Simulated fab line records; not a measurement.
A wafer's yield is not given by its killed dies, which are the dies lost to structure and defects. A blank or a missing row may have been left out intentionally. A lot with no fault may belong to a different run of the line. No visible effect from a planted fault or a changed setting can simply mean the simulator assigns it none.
fab line records -- flow berkeley-cmos170
record lots=6, wafers=18, last-day=10
route steps=331 shown M2@277
lots that met no fault: taken from a fault-free run of the same line
start-h: hours from the record's opening day to when the first of the lot's shown wafers began -- wait-h: hours from the lot's prior step to this one -- " as in the row above -- L1.1+2: a row that stands for several wafers -- - either no value or no given start -- * or withheld: withheld -- < > ~ a bound
route shown NAME@n: a module of which the file shows steps, and the number in the route of the first -- usual: mean/standard deviation of fault-free wafers -- same: alike in all rows -- chamber/n: place in a boat -- sites: each site's reading -- _std_site: standard deviation across them -- _edge_site: outer sites' mean less inner sites' -- radius-mm: for every site, how far away it sits from the centre of the wafer -- mask NAME#n: copy n -- behind: the tool/chamber that last shaped the wafer -- hold: reason for holding the lot/hours on hold/outcome of the hold -- device: the n, p or np transistor that did not switch -- end of line: at the end of the route, the tests of the same wafers -- for a step that has no rows: nothing shown but its recipe -- killed: dies that structure and defects cost at the first sort, which is not the same as the wafer's yield -- map: a wafer's dies, x killed, . not, _ none there
set.NAME: setting as actually run; set.NAME@STEP: the setting as run at that earlier step -- model.NAME: the simulator's own value behind a step, which no gauge read
lots at some steps of the route; a table a step, a row a wafer
services: a tool's chamber out of use, with start hour (start-h, from the record's first day; less than 0 if before it), hours out, and reason
## steps
# step UCB170_M2_SOFTBAKE_06
# recipe resist=KrF, temp-c=130, time-s=60
# step UCB170_M2_STRIP_07
# recipe chemistry=O2, power-w=400, pressure-mtorr=3500, platen-temp-c=withheld, o2-flow-sccm=400, overash-fraction=0.5
# usual drypump-motor-current-A=5.8/0.51, oes-product-au=0.734/0.0049, strip-time-to-endpoint-s=21.98/0.063
lot.wafer,tool,chamber,start-h,wait-h,drypump-motor-current-A,oes-product-au,rf-hours-counter-h,strip-time-to-endpoint-s
L457.2,plasma-asher-03,1,162.93,0.1,5.5,0.733,48,21.90
L457.3,plasma-asher-03,0,162.93,0.1,5.5,0.737,-,21.90
L457.4,plasma-asher-03,1,162.93,0.1,5.4,0.737,-,21.97
L465.2,plasma-asher-04,1,196.05,0.1,5.9,0.740,9,21.86
L465.5,plasma-asher-04,0,196.05,0.1,6.6,0.733,-,21.92
L465.6,plasma-asher-04,1,196.05,0.1,5.9,0.730,-,21.88
L469.1,plasma-asher-03,0,204.94,0.1,5.5,0.733,53,21.84
L469.2,plasma-asher-03,1,204.94,0.1,5.4,0.737,53,21.84
L469.3,plasma-asher-03,1,204.94,0.1,5.4,0.745,-,21.90
L467.1,plasma-asher-03,0,206.99,0.1,5.5,0.732,53,21.99
L467.3,plasma-asher-03,0,206.99,0.1,5.5,0.733,-,21.97
L467.5,plasma-asher-03,0,206.99,0.1,5.5,0.724,-,21.98
L474.2,plasma-asher-01,0,236.23,0.1,5.3,0.728,38,21.97
L474.4,plasma-asher-01,1,236.23,0.1,6.5,0.738,-,21.95
L474.5,plasma-asher-01,1,236.23,0.1,6.5,0.742,-,21.99
L473.1,plasma-asher-04,1,236.42,0.1,5.9,0.724,13,22.03
L473.2,plasma-asher-04,0,236.42,0.1,6.6,0.733,13,22.02
L473.6,plasma-asher-04,0,236.42,0.1,6.6,0.734,-,22.06
# step UCB170_M2_STRIP_08
# recipe chemistry=DMSO, temp-c=80, time-s=600, material=KrF
# step UCB170_M2_COAT_09
# recipe resist=BARC, temp-c=withheld, time-s=withheld, spin-rpm=3000, resist-thk-nm=withheld
# step UCB170_M2_COAT_10
# recipe resist=KrF, spin-rpm=1500, resist-thk-nm=900
# step UCB170_M2_SOFTBAKE_11
# recipe resist=KrF, temp-c=130, time-s=60
# step UCB170_M2_EXPOSE_12
# recipe mask-id=METAL2, target-cd-nm=700, na=0.5, sigma-outer=0.6, source-shape=conventional, dose-mj=26
# step UCB170_M2_PEB_13
# recipe peb-temp-c=130, peb-time-s=withheld, resist=KrF
# step UCB170_M2_DEVELOP_14
# recipe developer=TMAH, develop-time-s=45, resist=KrF, dev-temp-c=21
# step UCB170_M2_CD_MEAS_15
# recipe target-cd-nm=700
# usual cd-nm=700.2/1.6
lot.wafer,tool,chamber,start-h,wait-h,cd-nm
L457.2,cd-sem-01,-,165.01,-,699.5
L457.3,cd-sem-01,-,165.01,-,700.7
L457.4,cd-sem-01,-,165.01,-,701.2
L465.2,cd-sem-02,-,197.32,-,696.4
L465.5,cd-sem-02,-,197.32,-,696.9
L465.6,cd-sem-02,-,197.32,-,697.5
L469.1,cd-sem-02,-,206.49,-,699.0
L469.2,cd-sem-02,-,206.49,-,698.3
L469.3,cd-sem-02,-,206.49,-,698.9
L467.1,cd-sem-02,-,208.65,-,699.7
L467.3,cd-sem-02,-,208.65,-,699.4
L467.5,cd-sem-02,-,208.65,-,699.3
L474.2,cd-sem-02,-,238.33,-,701.5
L474.4,cd-sem-02,-,238.33,-,703.0
L474.5,cd-sem-02,-,238.33,-,703.5
L473.1,cd-sem-02,-,238.88,-,698.3
L473.2,cd-sem-02,-,238.88,-,698.2
L473.6,cd-sem-02,-,238.88,-,697.3
# step UCB170_M2_OVL_MEAS_16
# usual M2_OVL=-2/5.4
lot.wafer,tool,chamber,start-h,wait-h,M2_OVL[nm]
L457.2,overlay-01,-,165.12,0.1,2
L457.3,overlay-01,-,165.12,0.1,8
L457.4,overlay-01,-,165.12,0.1,5
L465.2,overlay-02,-,197.42,0.1,0
L465.5,overlay-02,-,197.42,0.1,-5
L465.6,overlay-02,-,197.42,0.1,-6
L469.1,overlay-01,-,206.61,0.1,-11
L469.2,overlay-01,-,206.61,0.1,-12
L469.3,overlay-01,-,206.61,0.1,-9
L467.1,overlay-01,-,208.77,0.1,9
L467.3,overlay-01,-,208.77,0.1,-2
L467.5,overlay-01,-,208.77,0.1,2
L474.2,overlay-02,-,238.44,0.1,-4
L474.4,overlay-02,-,238.44,0.1,0
L474.5,overlay-02,-,238.44,0.1,-5
L473.1,overlay-02,-,239.00,0.1,-3
L473.2,overlay-02,-,239.00,0.1,-6
L473.6,overlay-02,-,239.00,0.1,-6
# step UCB170_M2_ETCH_17
# recipe chemistry=N2/H2, target-depth-a=withheld, overetch-a=withheld, target=BARC, time-s=withheld, source-w=500, bias-w=100, pressure-mtorr=30, n2-flow-sccm=100, h2-flow-sccm=200
# usual bias-w=100.0/0.31, chamber-pressure-mTorr=29.999/0.026, drypump-motor-current-A=5.9/0.41, h2-flow-sccm=200.1/0.61, oes-product-au=1.006/0.018, throttle-valve-pct=13.33/0.25
lot.wafer,tool,chamber,start-h,wait-h,bias-w,chamber-pressure-mTorr,drypump-motor-current-A,h2-flow-sccm,oes-product-au,throttle-valve-pct
L457.2,rie-diel-03,3,165.15,0.0,99.9,30.042,5.5,199.9,0.990,13.66
L457.3,rie-diel-03,0,165.15,0.0,101.0,29.930,5.7,199.4,1.047,13.17
L457.4,rie-diel-03,2,165.15,0.0,99.9,29.990,6.0,200.4,1.000,13.19
L465.2,rie-diel-04,2,197.45,0.0,100.3,29.985,5.8,200.1,1.002,12.84
L465.5,rie-diel-04,1,197.45,0.0,99.5,29.978,6.1,199.6,1.019,13.16
L465.6,rie-diel-04,0,197.45,0.0,99.9,29.998,5.3,200.0,1.025,13.46
L469.1,rie-diel-04,1,206.64,0.0,100.3,29.969,6.1,199.2,1.015,13.17
L469.2,rie-diel-04,0,206.64,0.0,99.8,29.949,5.3,200.3,1.023,13.44
L469.3,rie-diel-04,2,206.64,0.0,100.5,29.984,5.8,199.5,1.001,12.85
L467.1,rie-diel-03,0,208.80,0.0,100.2,29.969,5.7,199.8,1.042,13.17
L467.3,rie-diel-03,1,208.80,0.0,99.6,30.040,6.1,200.3,1.011,13.53
L467.5,rie-diel-03,2,208.80,0.0,99.5,29.962,6.0,200.9,0.997,13.21
L474.2,rie-diel-01,2,238.47,0.0,100.4,30.051,5.6,199.9,0.964,13.53
L474.4,rie-diel-01,1,238.47,0.0,99.7,30.014,5.8,198.7,1.005,13.62
L474.5,rie-diel-01,0,238.47,0.0,100.1,29.996,5.5,199.1,1.011,13.22
L473.1,rie-diel-04,0,239.03,0.0,100.3,30.041,5.3,200.7,1.028,13.44
L473.2,rie-diel-04,1,239.03,0.0,100.0,29.989,6.1,200.2,1.018,13.17
L473.6,rie-diel-04,3,239.03,0.0,100.1,30.004,6.8,199.7,1.010,13.03
# step UCB170_M2_METAL_ETCH_18
# recipe chemistry=Cl2/BCl3, target=Al, stop-on=SiO2, pressure-mtorr=12, target-depth-a=11700, over-etch-frac=0.3, time-s=195, icp-w=600, bias-w=120, Cl2_flow_sccm=90, bcl3-flow-sccm=45
# usual bcl3-flow-sccm=45.03/0.14, bias-w=120.1/0.37, drypump-motor-current-A=5.5/0.67, he-backside-leak-sccm=3.4/0.35, oes-product-au=0.858/0.013, over-etch-frac=0.3/0, throttle-valve-pct=24.66/0.13
lot.wafer,tool,chamber,start-h,wait-h,bcl3-flow-sccm,bias-w,drypump-motor-current-A,he-backside-leak-sccm,oes-product-au,over-etch-frac,rf-hours-counter-h,throttle-valve-pct,model.KrF_of_M2_COAT_10.thk-nm,model.SiO2_of_V1_CVD_00.thk-nm
L457.2,rie-metal-01,1,165.19,-,45.01,120.4,4.9,3.1,0.859,0.3,7,24.47,196.4,937
L457.3,rie-metal-01,1,165.19,-,44.99,120.5,5.0,3.2,0.851,0.3,-,24.47,197.5,938.4
L457.4,rie-metal-01,0,165.19,-,44.96,120.0,5.4,3.6,0.855,0.3,-,24.57,227.3,937.8
L465.2,rie-metal-04,0,197.50,-,-,-,-,-,-,-,-,-,882.5,994.5
L465.5,rie-metal-04,0,197.50,-,-,-,-,-,-,-,-,-,885.6,996
L465.6,rie-metal-04,1,197.50,-,-,-,-,-,-,-,-,-,883.5,995.7
L469.1,rie-metal-01,1,206.69,-,44.97,120.2,4.9,3.3,0.867,0.3,9,24.45,210,938.4
L469.2,rie-metal-01,0,206.69,-,45.27,120.3,5.4,3.5,0.847,0.3,12,24.60,242.5,941.3
L469.3,rie-metal-01,1,206.69,-,44.92,119.8,5.0,3.3,0.864,0.3,-,24.45,205.8,938.9
L467.1,rie-metal-04,0,208.84,-,-,-,-,-,-,-,-,-,884.5,995.2
L467.3,rie-metal-04,1,208.84,-,-,-,-,-,-,-,-,-,885.3,996.1
L467.5,rie-metal-04,0,208.84,-,-,-,-,-,-,-,-,-,884,995.2
L474.2,rie-metal-03,1,238.51,-,44.75,120.4,4.8,3.8,0.875,0.3,9,24.54,200.2,938
L474.4,rie-metal-03,0,238.51,-,45.05,120.3,5.4,3.1,0.849,0.3,-,24.75,218.2,938
L474.5,rie-metal-03,0,238.51,-,45.02,120.5,5.4,3.2,0.845,0.3,-,24.76,214.4,938.3
L473.1,rie-metal-04,1,239.08,-,45.02,120.0,5.8,3.5,0.857,0.3,13,24.75,229.4,938.8
L473.2,rie-metal-04,0,239.08,-,44.89,119.6,6.7,3.7,0.862,0.3,9,24.81,189.9,936.6
L473.6,rie-metal-04,1,239.08,-,45.11,120.6,5.8,3.4,0.861,0.3,-,24.73,236.8,942.7
# step UCB170_M2_STRIP_19
# recipe chemistry=O2, power-w=400, pressure-mtorr=3500, platen-temp-c=withheld, o2-flow-sccm=400, overash-fraction=0.5
# usual drypump-motor-current-A=5.9/0.52, oes-product-au=0.544/0.023
lot.wafer,tool,chamber,start-h,wait-h,drypump-motor-current-A,oes-product-au,rf-hours-counter-h
L457.2,plasma-asher-03,1,165.38,0.1,5.4,0.523,48
L457.3,plasma-asher-03,0,165.38,0.1,5.5,0.527,-
L457.4,plasma-asher-03,1,165.38,0.1,5.4,0.559,-
L465.2,plasma-asher-01,0,197.68,0.1,5.3,0.723,34
L465.5,plasma-asher-01,0,197.68,0.1,5.3,0.722,-
L465.6,plasma-asher-01,1,197.68,0.1,6.5,0.726,-
L469.1,plasma-asher-01,1,206.87,0.1,6.6,0.536,35
L469.2,plasma-asher-01,0,206.87,0.1,5.3,0.573,35
L469.3,plasma-asher-01,1,206.87,0.1,6.6,0.544,-
L467.1,plasma-asher-04,1,209.03,0.1,5.9,0.726,11
L467.3,plasma-asher-04,1,209.03,0.1,5.9,0.724,-
L467.5,plasma-asher-04,1,209.03,0.1,5.9,0.725,-
L474.2,plasma-asher-01,0,238.70,0.1,5.3,0.527,38
L474.4,plasma-asher-01,1,238.70,0.1,6.5,0.547,-
L474.5,plasma-asher-01,0,238.70,0.1,5.3,0.551,-
L473.1,plasma-asher-03,1,239.26,0.1,5.5,0.558,56
L473.2,plasma-asher-03,0,239.26,0.1,5.5,0.514,56
L473.6,plasma-asher-03,1,239.26,0.1,5.4,0.565,-
# step UCB170_M2_CD_MEAS_90
# recipe target-cd-nm=700
# usual cd-nm=701/3.6
lot.wafer,tool,chamber,start-h,wait-h,cd-nm
L457.2,cd-sem-02,-,165.50,0.1,701
L457.3,cd-sem-02,-,165.50,0.1,699
L457.4,cd-sem-02,-,165.50,0.1,705
L465.2,cd-sem-02,-,197.80,0.1,-
L465.5,cd-sem-02,-,197.80,0.1,-
L465.6,cd-sem-02,-,197.80,0.1,-
L469.1,cd-sem-02,-,206.97,0.1,704
L469.2,cd-sem-02,-,206.97,0.1,701
L469.3,cd-sem-02,-,206.97,0.1,703
L467.1,cd-sem-01,-,209.13,0.1,-
L467.3,cd-sem-01,-,209.13,0.1,-
L467.5,cd-sem-01,-,209.13,0.1,-
L474.2,cd-sem-01,-,238.82,0.1,698
L474.4,cd-sem-01,-,238.82,0.1,705
L474.5,cd-sem-01,-,238.82,0.1,706
L473.1,cd-sem-01,-,239.36,0.1,698
L473.2,cd-sem-01,-,239.36,0.1,701
L473.6,cd-sem-01,-,239.36,0.1,697
## services
tool,chamber,start-h,hours,kind
plasma-asher-04,-,140.63,4.3,repair
rie-metal-01,0,150.69,1.5,repair
rie-diel-04,0,151.13,-,clean
rie-diel-04,0,151.13,24.6,scheduled-down
rie-diel-04,0,151.13,24.6,vent-cycle
plasma-asher-01,-,158.26,15.6,pm
rie-diel-01,0,160.23,2.5,repair
rie-metal-04,-,182.14,1.4,pm
rie-metal-03,0,182.68,4.3,repair
rie-diel-01,2,200.53,-,clean
rie-diel-01,2,200.53,24.3,scheduled-down
rie-diel-01,2,200.53,24.3,vent-cycle
rie-diel-01,-,206.76,0.9,repair
rie-diel-01,-,210.06,2.8,pm
rie-diel-04,2,217.61,-,clean
rie-diel-04,2,217.61,21.5,scheduled-down
rie-diel-04,2,217.61,21.5,vent-cycle
## key
first-sign step=UCB170_M2_METAL_ETCH_18, reading=tool-record, direction=missing
effect step=UCB170_M2_STRIP_19, reading=oes-product-au, direction=up, sigmas=7.8, usual=0.544, struck=0.724
effect step=UCB170_M2_CD_MEAS_90, reading=cd-nm, direction=missing
model-effect step=UCB170_M2_METAL_ETCH_18, value=KrF_of_M2_COAT_10.thk-nm, without=192.1, struck=884.2
met-at UCB170_M2_METAL_ETCH_18
struck-wafers L465.2,L465.5,L465.6,L467.1,L467.3,L467.5
later-rows-left-out L465.2,L465.5,L465.6,L467.1,L467.3,L467.5
sort-left-out L465.2,L465.5,L465.6,L467.1,L467.3,L467.5
fault kind=skipped-step-whole, tool=rie-metal-04, chamber=-, onset-h=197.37, steps=UCB170_M2_METAL_ETCH_18, scope=struck-lots-only
# sort-left-out: the simulated sort isn't trusted on such a fault, so these wafers' sort isn't shown, and their yield isn't known
# later-rows-left-out: the simulator's readings of these wafers behind a module that went badly wrong aren't trusted and aren't shown, but for the sort
